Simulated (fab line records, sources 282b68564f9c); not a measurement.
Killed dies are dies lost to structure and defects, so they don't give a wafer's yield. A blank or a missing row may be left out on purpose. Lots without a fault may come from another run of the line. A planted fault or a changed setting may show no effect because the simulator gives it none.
Tool commonality check | flow rit_cmos | 15 lots, 45 wafers sampled

WHY IT WAS OPENED
At RIT_NWELL_TW_MEAS_10 the reading NWELL_TW is flagged on 3 of 15 lots. Wafers without a fault read 2146, standard deviation 23.
Rule: a lot is flagged when every wafer of it that has a number lies more than 4 standard deviations from that mean, or none has a number. The other lots count as sound.

lot  | measured    | on            | NWELL_TW, wafer by wafer | flag
L721 | day 2 07:22 | film_metro-01 | 2161 2164 2172           |
L723 | day 3 01:37 | film_metro-01 | 2184 2163 2170           |
L725 | day 3 10:15 | film_metro-01 | 2160 2175 2178           |
L726 | day 3 10:16 | film_metro-04 | 2123 2107 2130           |
L728 | day 3 21:23 | film_metro-01 | 2178 2185 2184           |
L727 | day 3 21:39 | film_metro-01 | 2186 2190 2175           |
L729 | day 4 01:55 | film_metro-04 | 2122 2128 2137           |
L730 | day 4 17:44 | film_metro-02 | 2165 2168 2164           |
L732 | day 5 01:11 | film_metro-04 | 2138 2116 2127           |
L733 | day 5 01:27 | film_metro-04 | 2140 2133 2125           |
L734 | day 5 01:43 | film_metro-01 | 2030 2021 2036           | FLAGGED
L737 | day 5 16:55 | film_metro-02 | 1986 1994 2006           | FLAGGED
L740 | day 6 06:46 | film_metro-04 | 1972 1962 1971           | FLAGGED
L742 | day 6 16:39 | film_metro-04 | 2117 2107 2120           |
L743 | day 6 20:20 | film_metro-01 | 2165 2171 2171           |
The numbers of the flagged lots are 1998 on average: -148 against the usual, or -6 standard deviations.

WHICH TOOL RAN EACH LOT
The record holds 1 process step before the reading, out of a route of 202 steps. In each cell: the tool, then ch and the chambers that the sampled wafers went through, then the start.
lot  | flag    | RIT_NWELL_IMPLANT_08
L721 |         | implanter-04 ch 0, day 2 07:03
L723 |         | implanter-02 ch 0, day 3 01:19
L725 |         | implanter-04 ch 0, day 3 09:58
L726 |         | implanter-03 ch 0, day 3 09:58
L728 |         | implanter-02 ch 0, day 3 21:04
L727 |         | implanter-04 ch 0, day 3 21:20
L729 |         | implanter-04 ch 0, day 4 01:35
L730 |         | implanter-02 ch 0, day 4 17:25
L732 |         | implanter-02 ch 0, day 5 00:51
L733 |         | implanter-03 ch 0, day 5 01:08
L734 | FLAGGED | implanter-02 ch 0, day 5 01:26
L737 | FLAGGED | implanter-02 ch 0, day 5 16:35
L740 | FLAGGED | implanter-02 ch 0, day 6 06:29
L742 |         | implanter-04 ch 0, day 6 16:21
L743 |         | implanter-04 ch 0, day 6 20:01
What these steps do:
- RIT_NWELL_IMPLANT_08
- RIT_NWELL_TW_MEAS_10

FLAGGED OVER TOTAL, TOOL BY TOOL (the gauges that took the reading come last)
step                 | tool          | lots run | flagged | share of the flagged lots | sound lots run after its first flagged lot
RIT_NWELL_IMPLANT_08 | implanter-02  | 7        | 3       | all                       | 0
RIT_NWELL_IMPLANT_08 | implanter-03  | 2        | 0       | none                      | -
RIT_NWELL_IMPLANT_08 | implanter-04  | 6        | 0       | none                      | -
RIT_NWELL_TW_MEAS_10 | film_metro-01 | 7        | 1       | some                      | 1 (L743)
RIT_NWELL_TW_MEAS_10 | film_metro-02 | 2        | 1       | some                      | 0
RIT_NWELL_TW_MEAS_10 | film_metro-04 | 6        | 1       | some                      | 1 (L742)

WHAT THE TABLE ALLOWS
1 row of the table ran every flagged lot: implanter-02 at RIT_NWELL_IMPLANT_08.
- implanter-02 at RIT_NWELL_IMPLANT_08: 3 of its 7 lots flagged. Its last sound lot is L732 (day 5 00:51), its first flagged lot L734 (day 5 01:26): a fault that began between those two fits. Its own readings lie more than 4 standard deviations out on every wafer of the flagged lots: beam_on_s, faraday_current_uA.
One tool is left: implanter-02 at RIT_NWELL_IMPLANT_08.

WHAT THE SIMULATOR HAD PUT IN
Process parameter drift: implanter-02, from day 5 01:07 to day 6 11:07, at RIT_NWELL_IMPLANT_08. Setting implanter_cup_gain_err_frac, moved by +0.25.
Lots struck among those shown: L734, L737, L740. The rule above found the same.
